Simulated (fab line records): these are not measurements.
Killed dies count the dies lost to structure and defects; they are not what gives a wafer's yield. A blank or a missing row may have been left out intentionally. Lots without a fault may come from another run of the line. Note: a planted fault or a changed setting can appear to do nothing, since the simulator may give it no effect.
Problem report, 8D (eight disciplines) form, completed by code | flow ritCmos | the parts of the form that need people (team, actions taken, sign-off) are left out

1. WHAT IS WRONG
Wafers without a fault read 34.56 W, standard deviation 0.049; heaterPowerTotalW at RIT_NSD_SOFTBAKE_02 reads a mean of 33.59 W on 6 wafers belonging to 2 lots. That is -20 standard deviations from the usual mean.
The step: time 60 s.
First seen on wafer L321.3, day 5 17:14, on lithoTrack-01. The record holds 18 wafers of 6 lots with a number at this step. Rule for "out", or "out of limits": more than 4 standard deviations from the usual mean. All remaining wafers that have a number are taken as sound.

2. WHAT THIS IS AND IS NOT
question                    | is                            | is not
which readings at this step | heaterPowerTotalW, plateTempC | exhaustPa
which lots                  | L321, L322                    | L310, L316, L327, L332
which wafers of those lots  | all that have a number        | -
read on which tools         | lithoTrack-01                 | lithoTrack-02, lithoTrack-04
when                        | from day 5 17:14              | up to then (6 sound wafers); but 6 sound wafers of L327, L332 came after

3. SUSPECTS, AND WHAT RULES EACH OUT
Counting: a tool at a process step up to the reading stays a suspect if it ran every lot that is out and no sound lot after the first of them.
- plasmaAsher-04 at RIT_PLDD_STRIP_09 (strips in O2, time 180 s): ruled out as a lasting fault. Sound lots L327 ran on it after its first lot that is out, L321 (day 5 11:49).
- lithoTrack-01 at RIT_NSD_SOFTBAKE_02 (time 60 s): kept. All lots that are out passed through it, beginning with L321 at day 5 17:14, and no sound lot followed; its final sound lot before that point was L310 at day 3 04:56. Its own readings are out on those wafers: heaterPowerTotalW, plateTempC.
Remaining after the count: lithoTrack-01 at RIT_NSD_SOFTBAKE_02.

4. THE CAUSE (what the simulator had put in)
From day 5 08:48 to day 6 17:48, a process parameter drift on lithoTrack-01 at RIT_NSD_SOFTBAKE_02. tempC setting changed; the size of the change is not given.
After counting, this tool was the only one left.

5. SEQUENCE OF EFFECTS, ordered by route
Each row: a reading whose mean over the struck wafers that have a number lies more than 3 standard deviations from the usual. Only readings whose record carries a usual standard deviation are examined. hours: median over the lots of the time between each lot's start at the first step of this table that gives one and its start at this step. sigmas: the change, counted in usual standard deviations.
hours | step                | reading           | usual   | on struck wafers | change | sigmas
0     | RIT_NSD_SOFTBAKE_02 | heaterPowerTotalW | 34.56 W | 33.59            | -0.98  | -20
0     | RIT_NSD_SOFTBAKE_02 | plateTempC        | 89.98 C | 88.12            | -1.86  | -14
The process steps in it:
- RIT_NSD_SOFTBAKE_02: time 60 s.
At these later measuring or inspecting steps, every struck wafer for which the step has a row has a number for every such reading, and none has moved that far: RIT_NSD_OVL_MEAS_06.

6. HOW IT WOULD HAVE BEEN CAUGHT EARLIER
The fault began at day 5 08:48; the first out-of-limits reading in this record came at day 5 17:14, 8 hours later.
